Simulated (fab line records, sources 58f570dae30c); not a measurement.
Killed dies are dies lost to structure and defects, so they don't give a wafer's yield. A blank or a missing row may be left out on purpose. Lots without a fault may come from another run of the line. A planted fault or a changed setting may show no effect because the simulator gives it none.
Split-lot experiment | flow berkeley_cmos170 | 5 lots, 23 wafers read, on a route of 331 steps

THE SPLIT
At UCB170_ACTIVE_PEB_11, the setting peb_temp_c was moved away from the recipe's 130 C on 7 of the 23 wafers read, by -2.8% to +2.8%. The other wafers ran this setting at the recipe's value.

FROM THE SPLIT TO THE READING: what the file shows between them, 4 steps
- UCB170_ACTIVE_DEVELOP_12: develop time 45 s
- UCB170_ACTIVE_CD_MEAS_13: target cd 1200 nm
- UCB170_ACTIVE_ETCH_15: etches Si3N4 in CH3F/Ar/O2, stops on SiO2, target depth 242 nm, time 151 s
- UCB170_ACTIVE_STRIP_16: strips in O2

THE READING
cd_nm, in nm, at UCB170_ACTIVE_CD_MEAS_90 (target cd 1200 nm). Fault-free wafers of this fab line usually give 1199.6 nm, standard deviation 1.5 nm.

wafer  | tool, chamber at the split | peb_temp_c as run, C | against the recipe | cd_nm, nm | against lot-mates on the recipe
L075.1 | litho_track-03, 0          | 130                  | recipe             | 1202.6    | -
L075.5 | litho_track-03, 0          | 130                  | recipe             | 1203.5    | -
L075.6 | litho_track-03, 0          | 130                  | recipe             | 1200.6    | -
L078.1 | litho_track-03, 0          | 130                  | recipe             | 1198.6    | -
L078.3 | litho_track-03, 0          | 130                  | recipe             | 1199.7    | -
L078.4 | litho_track-03, 0          | 130                  | recipe             | 1198.6    | -
L078.5 | litho_track-03, 0          | 130                  | recipe             | 1198.6    | -
L078.6 | litho_track-03, 0          | 130                  | recipe             | 1197.0    | -
L080.2 | litho_track-04, 0          | 130                  | recipe             | 1203.2    | -
L080.3 | litho_track-04, 0          | 130                  | recipe             | 1202.2    | -
L080.4 | litho_track-04, 0          | 126.4                | -2.8%              | 1228.7    | +26.0
L080.5 | litho_track-04, 0          | 126.4                | -2.8%              | 1230.7    | +28.0
L080.6 | litho_track-04, 0          | 126.4                | -2.8%              | 1229.5    | +26.8
L082.1 | litho_track-03, 0          | 132.8                | +2.2%              | 1183.6    | -16.2
L082.2 | litho_track-03, 0          | 132.8                | +2.2%              | 1183.1    | -16.7
L082.3 | litho_track-03, 0          | 130                  | recipe             | 1200.9    | -
L082.5 | litho_track-03, 0          | 130                  | recipe             | 1199.3    | -
L082.6 | litho_track-03, 0          | 130                  | recipe             | 1199.3    | -
L083.1 | litho_track-02, 0          | 133.7                | +2.8%              | 1178.1    | -23.0
L083.2 | litho_track-02, 0          | 130                  | recipe             | 1202.9    | -
L083.4 | litho_track-02, 0          | 133.7                | +2.8%              | 1178.7    | -22.4
L083.5 | litho_track-02, 0          | 130                  | recipe             | 1200.1    | -
L083.6 | litho_track-02, 0          | 130                  | recipe             | 1200.3    | -

THE FIT
A straight line over all 23 wafers: cd_nm changes by -9.15 nm for each +1% of peb_temp_c; r = -0.99; the points scatter about the line by 2.4 nm.
The same after taking each lot's own level away (the mean of its wafers on the recipe; 23 wafers): -8.77 nm for each +1%; r = -0.99; scatter 1.5 nm.
On that fit, the largest move of peb_temp_c shifts the reading by 25 nm.
The lots' own levels span 1198.50 to 1202.70 nm, that is 2.8 times the standard deviation above.
So the lot-to-lot level changes the slope little: the two slopes agree.
Check: with one of the wafers moved furthest among these (+2.8%) left out of the fit, the line predicts -24.5 nm for it against its lot-mates. It came out at -23 nm against them.

OTHER SPLITS ON THESE WAFERS
These wafers also went through other splits before the reading. Each is held against what the fit with the lots' levels taken away leaves over:
other split on the same wafers        | wafers away from the commonest value | r with cd_nm (lot level and that fit taken away)
UCB170_NWELL_ETCH_13 time_s           | 7                                    | +0.02
UCB170_PWELL_CVD_05 sih2cl2_flow_sccm | 15                                   | +0.11
UCB170_PWELL_DEVELOP_12 dev_temp_c    | 11                                   | +0.19
UCB170_WELLDRIVE_OXIDATION_01 temp_c  | 13                                   | -0.34
UCB170_ACTIVE_COAT_08 spin_rpm        | 7                                    | +0.05

THE WHOLE CHAIN: every reading that the file lists as answering this split, in the file's order
step                     | what it does                                                               | reading                                                       | change (the file's fit)              | r (the file's)
UCB170_ACTIVE_CD_MEAS_13 | target cd 1200 nm                                                          | cd_nm                                                         | -8.56 nm for each +1% of the setting | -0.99
UCB170_ACTIVE_ETCH_15    | etches Si3N4 in CH3F/Ar/O2, stops on SiO2, target depth 242 nm, time 151 s | ACTIVE.cd_nm (the simulator's own value, which no gauge read) | -8.56 nm for each +1% of the setting | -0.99
UCB170_ACTIVE_CD_MEAS_90 | target cd 1200 nm                                                          | cd_nm                                                         | -8.56 nm for each +1% of the setting | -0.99

THE FILE'S OWN FIT
cd_nm changes by -8.56 nm for each +1% of peb_temp_c, r = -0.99.
